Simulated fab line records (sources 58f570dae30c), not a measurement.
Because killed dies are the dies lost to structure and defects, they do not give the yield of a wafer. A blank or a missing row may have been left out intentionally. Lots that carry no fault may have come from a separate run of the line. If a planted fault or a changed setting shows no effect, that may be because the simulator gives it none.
Matching of chambers | flow berkeley-cmos170 | 4 sister chambers for UCB170_M3_ETCH_17 on rie-diel-02
The step etches BARC in N2/H2. 4 wafers are shown with their chamber, then 7 later ones without.

## EACH WAFER AND ITS CHAMBER
wafer  | chamber | drypump-motor-current-A (A)
L122.6 | 2       | 6.0
L126.2 | 3       | 5.5
L132.1 | 0       | 5.6
L132.2 | 1       | 6.2

## WAFERS WITHOUT THEIR CHAMBER
wafer  | drypump-motor-current-A (A)
L132.6 | 5.6
L141.3 | 5.6
L141.4 | 6.0
L141.5 | 6.1
L143.1 | 6.0
L143.3 | 5.6
L143.5 | 6.0

## EACH ONE'S CHAMBER
wafer  | from the rows above     | in truth
L132.6 | 0                       | 0
L141.3 | 0                       | 0
L141.4 | 2                       | 2
L141.5 | can't be placed: 2 or 1 | 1
L143.1 | 2                       | 2
L143.3 | 0                       | 0
L143.5 | 2                       | 2
Correctly placed: 6 of 7. From these rows, 1 cannot be placed; in 1 the true chamber is one of the candidates. Placed wrongly: 0.
How it was worked out, from the rows above alone: a wafer's distance from a chamber is the root of the sum, over the readings, of the square of ((its reading less the chamber's mean) divided by the reading's scatter). The wafer belongs to the nearest chamber; if the next one is less than 2 further off, it can't be placed. Each chamber's mean is taken over the wafers shown for it. The scatter: with one shown wafer a chamber, the root of the mean of the squares of how far each hidden wafer lies from its nearest shown one.
